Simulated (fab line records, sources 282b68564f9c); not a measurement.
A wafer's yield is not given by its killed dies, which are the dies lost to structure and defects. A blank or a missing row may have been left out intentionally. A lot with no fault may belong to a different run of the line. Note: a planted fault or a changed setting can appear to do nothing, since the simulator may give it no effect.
fab line records	flow rit-cmos
record lots=14	wafers=42	last-day=7
route steps=202 shown FOX2@23 PRETRO@73 NLDD@113 SPACER@129 M1@202
lots untouched by any fault: they come from a run of this same line in which no faults occurred
start-h: start of the lot's first displayed wafer, in hours after the record's first day	wait-h: how many hours have passed since the lot's step before this one	" same as the row above	L1.1+2: one row covering several wafers at once	- no value, or no start given	* or withheld: withheld	< > ~ a bound
route shown NAME@n: a module of which the file shows steps, and the number in the route of the first	usual: mean/standard deviation of fault-free wafers	same: alike in all rows	chamber/n: place in a boat	sites: per-site readings	_std_site: standard deviation across them	_edge_site: outer sites' mean less inner sites'	radius-mm: for every site, how far away it sits from the centre of the wafer	mask NAME#n: copy n	behind: the last tool/chamber to shape the wafer	hold: what put the lot on hold/how long, in hours/how the hold closed	device: the transistor (n, p or np) that didn't switch	end of line: tests of these same wafers at the route's end	a step with no rows: only its recipe	killed: dies that structure and defects cost at the first sort, which is not the same as the wafer's yield	map: the dies of a wafer, with x for killed, . for not killed, _ for no die there
set.NAME: the setting the step ran with; set.NAME@STEP: the setting that earlier step ran with	model.NAME: the simulator's own value behind a step, which no gauge read
route steps across a sampled set of lots; one table per step, one row per wafer
services: from which hour (start-h, from the record's first day; less than 0 if before it) a tool's chamber was out of use, for how many hours, and why
## steps
# step RIT_FOX2_OXIDATION_00
# recipe temp-c=1100	ambient=H2O	target-thk-a=3507	p-h2o-torr=720	ox-time-s=1181
# usual spike-tc-centre-C=1103.5/1.6	spike-tc-load-C=1123.9/2.1	spike-tc-source-C=1123.5/1.9	tube-center-temp-C=1100/0.091	tube_center_temp_C_max=1102.8/0.47
lot.wafer	tool	chamber	start-h	wait-h	spike-tc-centre-C	spike-tc-load-C	spike-tc-source-C	tube-center-temp-C	tube_center_temp_C_max
L737.3	furnace-01	0	17.85	0.2	1103.6	1123.4	1123.9	1099.9	1102.6
L737.4	"	0	"	"	1102.4	1121.4	1124.8	1099.9	1102.9
L737.5	"	0	"	"	1103.3	1121.4	1125.4	1100	1102.9
L738.1	furnace-02	0	22.83	0.0	1104.2	1126.1	1123.1	1099.9	1103.0
L738.5	"	0	"	"	1102.6	1127.6	1122.2	1100	1103.6
L738.6	"	0	"	"	1101.4	1126.6	1125.0	1100.1	1102.8
L739.1	furnace-01	0	28.18	0.0	1103.4	1120.5	1124.5	1100	1103.1
L739.5	"	0	"	"	1105.3	1123.0	1126.5	1100	1102.0
L739.6	"	0	"	"	1104.1	1123.6	1125.4	1099.8	1102.0
L740.1	furnace-01	0	33.32	1.3	1106.7	1121.5	1126.2	1100.2	1102.5
L740.2	"	0	"	"	1105.4	1123.8	1126.3	1099.9	1102.5
L740.3	"	0	"	"	1106.4	1122.1	1125.0	1100	1103.2
L741.1	furnace-01	0	39.10	0.0	1105.2	1121.3	1125.4	1100.1	1104.5
L741.2	"	0	"	"	1103.7	1123.2	1124.3	1100	1102.8
L741.5	"	0	"	"	1106.9	1123.3	1123.7	1099.9	1103.5
L742.2	furnace-02	0	43.35	0.8	1101.4	1124.2	1122.1	1099.9	1103.6
L742.5	"	0	"	"	1100.7	1126.8	1125.4	1100	1103.1
L742.6	"	0	"	"	1101.4	1127.1	1121.8	1100.1	1102.5
L744.3	furnace-01	0	53.01	0.0	1104.8	1121.6	1124.9	1100	1103.8
L744.5	"	0	"	"	1104.6	1123.3	1124.2	1100	1102.9
L744.6	"	0	"	"	1105.3	1122.5	1124.8	1099.8	1102.7
L747.1	furnace-04	0	67.05	0.0	1104.3	1121.5	1118.4	1099.8	1102.2
L747.4	"	0	"	"	1104.8	1123.1	1120.9	1099.8	1102.9
L747.6	"	0	"	"	1104.1	1123.8	1121.7	1100	1103.2
L753.2	furnace-04	0	97.03	0.0	1064.2	1083.0	1080.4	1059.8	1062.6
L753.4	"	0	"	"	1063.4	1082.2	1078.9	1060.1	1062.8
L753.5	"	0	"	"	1064.2	1081.7	1081.7	1060.2	1064.1
L755.2	furnace-04	0	107.57	0.0	1064.5	1081.2	1079.8	1060.1	1062.4
L755.3	"	0	"	"	1064.2	1083.3	1081.0	1060.1	1062.8
L755.6	"	0	"	"	1062.4	1082.3	1080.3	1060	1062.5
L757.1	furnace-02	0	117.13	0.0	1099.9	1127.6	1123.6	1100	1102.5
L757.2	"	0	"	"	1101.3	1128.2	1124.1	1100	1102.5
L757.6	"	0	"	"	1100.8	1127.4	1121.8	1100	1103.3
L758.1	furnace-02	0	122.83	0.0	1102.6	1125.3	1123.5	1099.9	1102.9
L758.3	"	0	"	"	1102.6	1128.0	1124.0	1099.9	1102.9
L758.5	"	0	"	"	1100.8	1128.1	1124.5	1100	1102.6
L759.2	furnace-02	0	127.00	0.0	1101.0	1126.8	1124.4	1100	1103.4
L759.4	"	0	"	"	1100.5	1126.1	1124.7	1100	1102.8
L759.6	"	0	"	"	1104.1	1126.3	1125.0	1100	1102.6
L760.1	furnace-02	0	132.28	0.0	1101.2	1126.6	1123.1	1099.8	1102.8
L760.2	"	0	"	"	1102.4	1126.7	1124.5	1100	1102.4
L760.3	"	0	"	"	1101.5	1125.2	1123.9	1100.1	1103.7
# step RIT_FOX2_THK_MEAS_01
# recipe reads=SiO2_of_FOX2_OXIDATION_00
# usual FOX2_OXIDE_THK=359/8.3
lot.wafer	tool	chamber	start-h	wait-h	FOX2_OXIDE_THK[nm]
L737.3	film-metro-01	-	19.19	0.0	364
L737.4	"	-	"	"	359
L737.5	"	-	"	"	363
L738.1	film-metro-03	-	24.14	0.0	363
L738.5	"	-	"	"	365
L738.6	"	-	"	"	359
L739.1	film-metro-04	-	29.50	0.0	355
L739.5	"	-	"	"	350
L739.6	"	-	"	"	354
L740.1	film-metro-01	-	34.63	0.0	350
L740.2	"	-	"	"	356
L740.3	"	-	"	"	348
L741.1	film-metro-01	-	40.42	0.0	356
L741.2	"	-	"	"	361
L741.5	"	-	"	"	358
L742.2	film-metro-01	-	44.67	0.0	368
L742.5	"	-	"	"	377
L742.6	"	-	"	"	367
L744.3	film-metro-01	-	54.35	0.0	345
L744.5	"	-	"	"	340
L744.6	"	-	"	"	345
L747.1	film-metro-04	-	68.37	0.0	357
L747.4	"	-	"	"	357
L747.6	"	-	"	"	355
L753.2	film-metro-04	-	98.36	0.0	291
L753.4	"	-	"	"	294
L753.5	"	-	"	"	291
L755.2	film-metro-01	-	108.90	0.0	295
L755.3	"	-	"	"	282
L755.6	"	-	"	"	292
L757.1	film-metro-04	-	118.45	0.0	369
L757.2	"	-	"	"	368
L757.6	"	-	"	"	367
L758.1	film-metro-04	-	124.14	0.0	364
L758.3	"	-	"	"	368
L758.5	"	-	"	"	366
L759.2	film-metro-04	-	128.32	0.0	365
L759.4	"	-	"	"	368
L759.6	"	-	"	"	366
L760.1	film-metro-04	-	133.59	0.0	352
L760.2	"	-	"	"	347
L760.3	"	-	"	"	350
# step RIT_FOX2_THK_MEAS_90
# recipe reads=SiO2_of_FOX2_OXIDATION_00
# usual FIELD_OXIDE_LEFT_1_THK=332/8.3
lot.wafer	tool	chamber	start-h	wait-h	FIELD_OXIDE_LEFT_1_THK[nm]
L737.3	film-metro-03	-	20.06	0.0	337
L737.4	"	-	"	"	331
L737.5	"	-	"	"	336
L738.1	film-metro-03	-	25.07	0.1	335
L738.5	"	-	"	"	337
L738.6	"	-	"	"	332
L739.1	film-metro-04	-	30.37	0.0	327
L739.5	"	-	"	"	323
L739.6	"	-	"	"	327
L740.1	film-metro-04	-	35.58	0.0	323
L740.2	"	-	"	"	328
L740.3	"	-	"	"	321
L741.1	film-metro-04	-	41.29	0.0	329
L741.2	"	-	"	"	334
L741.5	"	-	"	"	331
L742.2	film-metro-01	-	45.55	0.0	342
L742.5	"	-	"	"	350
L742.6	"	-	"	"	339
L744.3	film-metro-03	-	55.22	0.0	317
L744.5	"	-	"	"	313
L744.6	"	-	"	"	318
L747.1	film-metro-04	-	69.25	0.0	330
L747.4	"	-	"	"	330
L747.6	"	-	"	"	328
L753.2	film-metro-03	-	99.30	0.0	264
L753.4	"	-	"	"	267
L753.5	"	-	"	"	263
L755.2	film-metro-03	-	109.77	0.0	267
L755.3	"	-	"	"	255
L755.6	"	-	"	"	265
L757.1	film-metro-03	-	119.33	0.0	341
L757.2	"	-	"	"	341
L757.6	"	-	"	"	339
L758.1	film-metro-04	-	125.02	0.0	337
L758.3	"	-	"	"	341
L758.5	"	-	"	"	339
L759.2	film-metro-04	-	129.20	0.0	338
L759.4	"	-	"	"	339
L759.6	"	-	"	"	338
L760.1	film-metro-04	-	134.47	0.0	324
L760.2	"	-	"	"	319
L760.3	"	-	"	"	323
# step RIT_PRETRO_STRIP_09
# recipe chemistry=O2	time-s=180	resist=NOVOLAK	platen-temp-c=withheld	power-w=500	pressure-mtorr=4000	o2-flow-sccm=4000
# usual chamber-pressure-mTorr=4000/3.7	drypump-motor-current-A=5.7/0.4
# same time-s=180
lot.wafer	tool	chamber	start-h	wait-h	chamber-pressure-mTorr	drypump-motor-current-A	rf-hours-counter-h
L737.3	plasma-asher-04	1	31.83	0.1	4005	6.2	-
L737.4	"	0	"	"	4000	5.5	-
L737.5	"	0	"	"	4003	5.5	-
L738.1	plasma-asher-04	0	36.75	0.1	4007	5.5	21
L738.5	"	1	"	"	3996	6.1	-
L738.6	"	0	"	"	4002	5.5	-
L739.1	plasma-asher-01	1	42.49	0.1	4000	5.7	41
L739.5	"	1	"	"	3999	5.7	-
L739.6	"	0	"	"	4009	5.7	-
L740.1	plasma-asher-01	1	47.18	0.1	3997	5.7	42
L740.2	"	0	"	"	4006	5.7	42
L740.3	"	1	"	"	4000	5.7	-
L741.1	plasma-asher-04	1	53.02	0.1	4001	6.1	23
L741.2	"	0	"	"	3999	5.5	23
L741.5	"	1	"	"	3996	6.2	-
L742.2	plasma-asher-01	1	57.67	0.1	4000	5.7	43
L742.5	"	1	"	"	3998	5.6	-
L742.6	"	0	"	"	3996	5.7	-
L744.3	plasma-asher-03	1	66.77	0.1	4008	6.1	-
L744.5	"	0	"	"	3995	4.7	-
L744.6	"	1	"	"	3998	6.1	-
L747.1	plasma-asher-04	0	80.85	0.1	4006	5.5	26
L747.4	"	1	"	"	3996	6.2	-
L747.6	"	1	"	"	3999	6.2	-
L753.2	plasma-asher-04	0	111.98	0.1	3999	5.5	29
L753.4	"	0	"	"	4004	5.5	-
L753.5	"	0	"	"	4000	5.5	-
L755.2	plasma-asher-03	1	121.70	0.1	4001	6.1	50
L755.3	"	1	"	"	4003	6.1	-
L755.6	"	1	"	"	3995	6.1	-
L757.1	plasma-asher-04	1	131.27	0.1	4000	6.2	32
L757.2	"	0	"	"	3999	5.5	32
L757.6	"	0	"	"	3998	5.5	-
L758.1	plasma-asher-01	0	136.75	0.1	3999	5.7	2
L758.3	"	0	"	"	4003	5.7	-
L758.5	"	1	"	"	3994	5.7	-
L759.2	plasma-asher-01	0	140.91	0.1	4002	5.7	2
L759.4	"	1	"	"	4007	5.7	-
L759.6	"	0	"	"	4002	5.7	-
L760.1	plasma-asher-03	1	146.20	0.1	4000	6.1	52
L760.2	"	0	"	"	3995	4.7	52
L760.3	"	1	"	"	4000	6.1	-
# step RIT_FOX2_THK_MEAS_91
# recipe reads=SiO2_of_FOX2_OXIDATION_00
# usual FIELD_OXIDE_LEFT_2_THK=263/8.4
lot.wafer	tool	chamber	start-h	wait-h	FIELD_OXIDE_LEFT_2_THK[nm]
L737.3	film-metro-04	-	32.44	0.0	270
L737.4	"	-	"	"	264
L737.5	"	-	"	"	269
L738.1	film-metro-03	-	37.40	0.0	266
L738.5	"	-	"	"	268
L738.6	"	-	"	"	262
L739.1	film-metro-01	-	43.14	0.0	258
L739.5	"	-	"	"	254
L739.6	"	-	"	"	259
L740.1	film-metro-01	-	47.85	0.0	254
L740.2	"	-	"	"	259
L740.3	"	-	"	"	252
L741.1	film-metro-04	-	53.67	0.0	261
L741.2	"	-	"	"	266
L741.5	"	-	"	"	263
L742.2	film-metro-03	-	58.33	0.0	274
L742.5	"	-	"	"	282
L742.6	"	-	"	"	272
L744.3	film-metro-03	-	67.39	0.0	249
L744.5	"	-	"	"	244
L744.6	"	-	"	"	249
L747.1	film-metro-04	-	81.54	0.0	262
L747.4	"	-	"	"	263
L747.6	"	-	"	"	261
L753.2	film-metro-04	-	112.64	0.0	197
L753.4	"	-	"	"	199
L753.5	"	-	"	"	197
L755.2	film-metro-04	-	122.36	0.0	199
L755.3	"	-	"	"	186
L755.6	"	-	"	"	196
L757.1	film-metro-04	-	131.92	0.0	274
L757.2	"	-	"	"	274
L757.6	"	-	"	"	272
L758.1	film-metro-01	-	137.40	0.0	268
L758.3	"	-	"	"	271
L758.5	"	-	"	"	270
L759.2	film-metro-01	-	141.57	0.0	268
L759.4	"	-	"	"	271
L759.6	"	-	"	"	269
L760.1	film-metro-01	-	146.85	0.0	257
L760.2	"	-	"	"	251
L760.3	"	-	"	"	255
# step RIT_NLDD_TW_MEAS_10
# usual NLDD_TW=2501/13
lot.wafer	tool	chamber	start-h	wait-h	NLDD_TW
L737.3	film-metro-02	-	44.83	0.1	2490
L737.4	"	-	"	"	2489
L737.5	"	-	"	"	2488
L738.1	film-metro-03	-	46.91	0.1	2494
L738.5	"	-	"	"	2493
L738.6	"	-	"	"	2495
L739.1	film-metro-03	-	53.64	0.1	2496
L739.5	"	-	"	"	2509
L739.6	"	-	"	"	2513
L740.1	film-metro-03	-	57.07	0.1	2515
L740.2	"	-	"	"	2512
L740.3	"	-	"	"	2516
L741.1	film-metro-03	-	63.57	0.1	2518
L741.2	"	-	"	"	2526
L741.5	"	-	"	"	2524
L742.2	film-metro-03	-	67.44	0.1	2504
L742.5	"	-	"	"	2501
L742.6	"	-	"	"	2522
L744.3	film-metro-03	-	77.83	0.1	2500
L744.5	"	-	"	"	2510
L744.6	"	-	"	"	2502
L747.1	film-metro-03	-	91.72	0.1	2505
L747.4	"	-	"	"	2513
L747.6	"	-	"	"	2506
L753.2	film-metro-02	-	122.43	0.1	2518
L753.4	"	-	"	"	2511
L753.5	"	-	"	"	2506
L755.2	film-metro-01	-	132.31	0.1	2484
L755.3	"	-	"	"	2479
L755.6	"	-	"	"	2484
L757.1	film-metro-03	-	143.21	0.2	2507
L757.2	"	-	"	"	2503
L757.6	"	-	"	"	2507
L758.1	film-metro-02	-	146.86	0.1	2500
L758.3	"	-	"	"	2495
L758.5	"	-	"	"	2496
L759.2	film-metro-02	-	151.29	0.1	2512
L759.4	"	-	"	"	2509
L759.6	"	-	"	"	2506
L760.1	film-metro-01	-	156.02	0.1	2480
L760.2	"	-	"	"	2499
L760.3	"	-	"	"	2492
# step RIT_SPACER_THK_MEAS_04
# recipe reads=Si3N4_of_SPACER_CVD_03
# usual SPACER_NITRIDE_THK=256.6/2.4
lot.wafer	tool	chamber	start-h	wait-h	SPACER_NITRIDE_THK[nm]
L737.3	film-metro-01	-	48.72	0.0	253.5
L737.4	"	-	"	"	254.2
L737.5	"	-	"	"	254.8
L738.1	film-metro-04	-	50.80	0.0	259.6
L738.5	"	-	"	"	261.9
L738.6	"	-	"	"	260.3
L739.1	film-metro-04	-	57.53	0.0	252.7
L739.5	"	-	"	"	252.9
L739.6	"	-	"	"	252.7
L740.1	film-metro-01	-	60.96	0.0	255.4
L740.2	"	-	"	"	257.2
L740.3	"	-	"	"	257.5
L741.1	film-metro-02	-	67.37	0.0	258.5
L741.2	"	-	"	"	257.5
L741.5	"	-	"	"	257.4
L742.2	film-metro-04	-	71.43	0.0	258.6
L742.5	"	-	"	"	257.9
L742.6	"	-	"	"	258.7
L744.3	film-metro-02	-	81.60	0.0	255.3
L744.5	"	-	"	"	255.6
L744.6	"	-	"	"	255.6
L747.1	film-metro-01	-	96.45	0.0	260.2
L747.4	"	-	"	"	259.8
L747.6	"	-	"	"	257.5
L753.2	film-metro-04	-	126.19	0.0	254.5
L753.4	"	-	"	"	255.8
L753.5	"	-	"	"	256.5
L755.2	film-metro-02	-	136.08	0.0	254.7
L755.3	"	-	"	"	256.4
L755.6	"	-	"	"	253.3
L757.1	film-metro-04	-	147.11	0.0	255.2
L757.2	"	-	"	"	253.7
L757.6	"	-	"	"	254.9
L758.1	film-metro-01	-	150.63	0.0	255.1
L758.3	"	-	"	"	256.0
L758.5	"	-	"	"	253.8
L759.2	film-metro-02	-	155.20	0.0	254.4
L759.4	"	-	"	"	255.7
L759.6	"	-	"	"	254.9
L760.1	film-metro-02	-	159.93	0.0	256.2
L760.2	"	-	"	"	256.5
L760.3	"	-	"	"	254.2
# step RIT_M1_PROBE_99
# usual killed_at_M0_to_M3=0.0/0.14	killed-at-contacts=0.0/0.22	killed-at-front-end=6.5/3	killed-dies=6.6/3	killed-open=3.4/2.2	killed-short=3.3/1.7
# same gross-dies=264	killed_at_M4_up=0	killed-at-back-side=0	killed-at-other=0
lot.wafer	tool	chamber	start-h	wait-h	killed_at_M0_to_M3	killed-at-contacts	killed-at-front-end	killed-dies	killed-open	killed-short
L737.3	prober-01	-	60.06	0.2	0	0	4	4	2	2
L737.4	prober-01	-	60.11	0.2	0	0	5	5	1	4
L737.5	prober-01	-	60.16	0.2	0	0	2	2	1	1
L738.1	prober-02	-	61.99	0.1	0	0	3	3	2	1
L738.5	prober-02	-	62.19	0.2	0	0	9	9	4	5
L738.6	prober-02	-	62.24	0.2	0	0	8	8	3	5
L739.1	prober-01	-	68.52	0.1	0	0	4	4	2	2
L739.5	prober-01	-	68.72	0.2	0	0	7	7	4	3
L739.6	prober-01	-	68.77	0.2	0	0	4	4	0	4
L740.1	prober-02	-	72.09	0.1	0	0	9	9	4	5
L740.2	prober-02	-	72.14	0.1	0	0	12	12	3	9
L740.3	prober-02	-	72.19	0.2	0	0	9	9	4	5
L741.1	prober-01	-	78.95	0.1	0	0	6	6	3	3
L741.2	prober-01	-	79.00	0.1	1	0	2	3	2	1
L741.5	prober-01	-	79.15	0.2	0	0	12	12	7	5
L742.2	prober-02	-	83.72	0.1	0	0	14	14	8	6
L742.5	prober-02	-	83.87	0.2	0	0	5	5	4	1
L742.6	prober-02	-	83.92	0.2	0	0	5	5	2	3
L744.3	prober-02	-	92.58	0.2	0	0	2	2	2	0
L744.5	prober-02	-	92.68	0.2	0	0	3	3	3	0
L744.6	prober-02	-	92.73	0.2	0	0	3	3	2	1
L747.1	prober-01	-	107.37	0.1	0	0	9	9	4	5
L747.4	prober-01	-	107.52	0.2	0	0	5	5	1	4
L747.6	prober-01	-	107.62	0.2	0	0	13	13	6	7
L753.2	prober-01	-	138.41	0.1	0	0	6	6	2	4
L753.4	prober-01	-	138.51	0.2	0	0	5	5	2	3
L753.5	prober-01	-	138.56	0.2	0	0	5	5	0	5
L755.2	prober-01	-	147.23	0.1	0	0	3	3	1	2
L755.3	prober-01	-	147.28	0.2	0	0	7	7	4	3
L755.6	prober-01	-	147.43	0.2	0	0	4	4	1	3
L757.1	prober-01	-	158.44	0.1	0	0	7	7	5	2
L757.2	prober-01	-	158.49	0.1	0	0	2	2	1	1
L757.6	prober-01	-	158.69	0.2	0	0	3	3	2	1
L758.1	prober-02	-	162.85	0.1	0	0	7	7	3	4
L758.3	prober-02	-	162.95	0.2	0	0	6	6	3	3
L758.5	prober-02	-	163.05	0.2	0	0	7	7	5	2
L759.2	prober-01	-	168.83	0.1	0	0	6	6	3	3
L759.4	prober-01	-	168.93	0.2	0	0	4	4	3	1
L759.6	prober-01	-	169.03	0.2	0	0	6	6	2	4
L760.1	prober-02	-	171.51	0.1	0	0	7	7	3	4
L760.2	prober-02	-	171.56	0.1	0	1	5	6	2	4
L760.3	prober-02	-	171.61	0.2	0	0	15	15	6	9
# killed by level:class
L737.3 GATE:geometric-particle:short=1 REOX:geometric-particle:open=1 SPACER:geometric-particle:open=1 SPACER:geometric-particle:short=1
L737.4 SILICIDE:geometric-particle:short=2 FOX1:geometric-particle:open=1 GATE:geometric-particle:short=1 SPACER:geometric-particle:short=1
L737.5 FOX1:geometric-particle:short=1 REOX:geometric-particle:open=1
L738.1 GATE:geometric-particle:open=1 GATE:geometric-particle:short=1 SPACER:geometric-particle:open=1
L738.5 GATE:geometric-particle:open=2 SPACER:geometric-particle:short=2 FOX1:geometric-particle:short=1 GATE:geometric-particle:short=1 SPACER:geometric-particle:open=1 SILICIDE:geometric-particle:open=1 SILICIDE:geometric-particle:short=1
L738.6 GATE:geometric-particle:short=3 SPACER:geometric-particle:open=2 FOX1:geometric-particle:short=1 REOX:geometric-particle:open=1 REOX:geometric-particle:short=1
L739.1 GATE:geometric-particle:short=1 REOX:geometric-particle:open=1 SPACER:geometric-particle:open=1 SILICIDE:geometric-particle:short=1
L739.5 FOX1:geometric-particle:short=2 FOX1:geometric-particle:open=2 GATE:geometric-particle:open=1 REOX:geometric-particle:open=1 REOX:geometric-particle:short=1
L739.6 SPACER:geometric-particle:short=2 SILICIDE:geometric-particle:short=2
L740.1 GATE:geometric-particle:short=3 GATE:geometric-particle:open=2 FOX1:geometric-particle:open=1 FOX1:geometric-particle:short=1 FOX2:geometric-particle:short=1 FOX2:geometric-particle:open=1
L740.2 GATE:geometric-particle:short=3 FOX2:geometric-particle:short=2 SPACER:geometric-particle:open=2 FOX1:geometric-particle:short=1 REOX:geometric-particle:short=1 SPACER:geometric-particle:short=1 SILICIDE:geometric-particle:open=1 SILICIDE:geometric-particle:short=1
L740.3 GATE:geometric-particle:open=3 FOX1:geometric-particle:short=2 GATE:geometric-particle:short=2 REOX:geometric-particle:open=1 SPACER:geometric-particle:short=1
L741.1 GATE:geometric-particle:open=2 FOX1:geometric-particle:short=1 FOX2:geometric-particle:short=1 GATE:geometric-particle:short=1 SILICIDE:geometric-particle:open=1
L741.2 REOX:geometric-particle:open=1 SILICIDE:geometric-particle:open=1 M1:geometric-particle:short=1
L741.5 GATE:geometric-particle:short=3 SILICIDE:geometric-particle:open=3 GATE:geometric-particle:open=2 FOX2:geometric-particle:open=1 REOX:geometric-particle:open=1 SPACER:geometric-particle:short=1 SILICIDE:geometric-particle:short=1
L742.2 FOX2:geometric-particle:open=3 FOX2:geometric-particle:short=2 GATE:geometric-particle:open=2 SPACER:geometric-particle:open=2 SILICIDE:geometric-particle:short=2 REOX:geometric-particle:short=1 REOX:geometric-particle:open=1 SPACER:geometric-particle:short=1
L742.5 REOX:geometric-particle:open=2 SPACER:geometric-particle:short=1 FOX2:geometric-particle:open=1 GATE:geometric-particle:open=1
L742.6 REOX:geometric-particle:short=2 FOX1:geometric-particle:short=1 REOX:geometric-particle:open=1 SILICIDE:geometric-particle:open=1
L744.3 REOX:geometric-particle:open=2
L744.5 FOX1:geometric-particle:open=1 FOX2:geometric-particle:open=1 GATE:geometric-particle:open=1
L744.6 REOX:geometric-particle:open=2 GATE:geometric-particle:short=1
L747.1 GATE:geometric-particle:short=5 GATE:geometric-particle:open=3 SILICIDE:geometric-particle:open=1
L747.4 REOX:geometric-particle:short=2 GATE:geometric-particle:open=1 GATE:geometric-particle:short=1 SPACER:geometric-particle:short=1
L747.6 FOX1:geometric-particle:short=2 GATE:geometric-particle:open=2 GATE:geometric-particle:short=2 SPACER:geometric-particle:open=2 SILICIDE:geometric-particle:short=2 FOX1:geometric-particle:open=1 SPACER:geometric-particle:short=1 SILICIDE:geometric-particle:open=1
L753.2 REOX:geometric-particle:short=2 GATE:geometric-particle:short=1 REOX:geometric-particle:open=1 SILICIDE:geometric-particle:short=1 SILICIDE:geometric-particle:open=1
L753.4 GATE:geometric-particle:short=2 REOX:geometric-particle:open=1 REOX:geometric-particle:short=1 SPACER:geometric-particle:open=1
L753.5 FOX1:geometric-particle:short=2 SILICIDE:geometric-particle:short=2 GATE:geometric-particle:short=1
L755.2 GATE:geometric-particle:short=1 REOX:geometric-particle:open=1 SPACER:geometric-particle:short=1
L755.3 FOX1:geometric-particle:open=2 GATE:geometric-particle:open=2 GATE:geometric-particle:short=1 SPACER:geometric-particle:short=1 SILICIDE:geometric-particle:short=1
L755.6 FOX1:geometric-particle:short=1 FOX1:geometric-particle:open=1 GATE:geometric-particle:short=1 REOX:geometric-particle:short=1
L757.1 SILICIDE:geometric-particle:open=2 FOX1:geometric-particle:open=1 FOX2:geometric-particle:short=1 FOX2:geometric-particle:open=1 REOX:geometric-particle:short=1 SPACER:geometric-particle:open=1
L757.2 FOX1:geometric-particle:short=1 GATE:geometric-particle:open=1
L757.6 FOX1:geometric-particle:open=1 GATE:geometric-particle:short=1 SPACER:geometric-particle:open=1
L758.1 FOX1:geometric-particle:short=2 FOX1:geometric-particle:open=1 GATE:geometric-particle:short=1 REOX:geometric-particle:open=1 REOX:geometric-particle:short=1 SILICIDE:geometric-particle:open=1
L758.3 GATE:geometric-particle:short=3 FOX1:geometric-particle:open=1 REOX:geometric-particle:open=1 SPACER:geometric-particle:open=1
L758.5 GATE:geometric-particle:open=3 FOX2:geometric-particle:open=1 GATE:geometric-particle:short=1 SPACER:geometric-particle:open=1 SILICIDE:geometric-particle:short=1
L759.2 FOX1:geometric-particle:short=2 GATE:geometric-particle:open=2 FOX1:geometric-particle:open=1 FOX2:geometric-particle:short=1
L759.4 GATE:geometric-particle:open=2 GATE:geometric-particle:short=1 SPACER:geometric-particle:open=1
L759.6 FOX1:geometric-particle:short=2 FOX1:geometric-particle:open=1 FOX2:geometric-particle:short=1 GATE:geometric-particle:short=1 REOX:geometric-particle:open=1
L760.1 GATE:geometric-particle:short=3 FOX2:geometric-particle:open=2 SPACER:geometric-particle:short=1 SILICIDE:geometric-particle:open=1
L760.2 GATE:geometric-particle:open=2 GATE:geometric-particle:short=2 FOX1:geometric-particle:short=1 CONTACT:geometric-particle:short=1
L760.3 GATE:geometric-particle:short=5 FOX1:geometric-particle:open=2 FOX1:geometric-particle:short=2 GATE:geometric-particle:open=2 FOX2:geometric-particle:open=1 FOX2:geometric-particle:short=1 REOX:geometric-particle:open=1 SPACER:geometric-particle:short=1
## services
tool	chamber	start-h	hours	kind
plasma-asher-04	-	-2.32	0.6	repair
furnace-02	-	2.89	1.2	repair
furnace-01	-	20.91	3.9	pm
furnace-02	-	30.56	3.4	pm
plasma-asher-03	-	36.07	1.1	repair
furnace-02	-	80.42	4.3	repair
furnace-02	-	84.71	2.9	pm
plasma-asher-01	-	108.75	9.0	pm
plasma-asher-01	0	108.75	9.0	vent-cycle
plasma-asher-01	1	108.75	9.0	vent-cycle
plasma-asher-01	0	117.75	-	clean
plasma-asher-01	1	117.75	-	clean
## key
first-sign step=RIT_FOX2_OXIDATION_00	reading=tube-center-temp-C	direction=down	sigmas=99+	usual=*	struck=*
effect step=RIT_FOX2_OXIDATION_00	reading=tube_center_temp_C_max	direction=down	sigmas=86	usual=*	struck=*
effect step=RIT_FOX2_THK_MEAS_01	reading=FOX2_OXIDE_THK	direction=down	sigmas=8.2	usual=359	struck=291
effect step=RIT_FOX2_THK_MEAS_90	reading=FIELD_OXIDE_LEFT_1_THK	direction=down	sigmas=8.2	usual=332	struck=263
effect step=RIT_FOX2_THK_MEAS_91	reading=FIELD_OXIDE_LEFT_2_THK	direction=down	sigmas=8	usual=263	struck=196
met-at RIT_FOX2_OXIDATION_00
struck-lots L753,L755
tester-left-out L753,L755
not-acting-at RIT_PRETRO_STRIP_09,RIT_NLDD_TW_MEAS_10,RIT_SPACER_THK_MEAS_04
onset-between 67.05 97.03
fault kind=process-parameter-drift	tool=furnace-04	chamber=-	onset-h=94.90	steps=RIT_FOX2_OXIDATION_00	channel=temp-c	offset=*	shape=step	end-h=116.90	acts-in=*	stated=*
# tester-left-out: of these lots the tester's yield and bins aren't shown, on N5 and GAA mostly nor the transistor test; their killed dies are dies lost to structure and defects alone, not to doping, threshold or leakage, so they don't give the yield
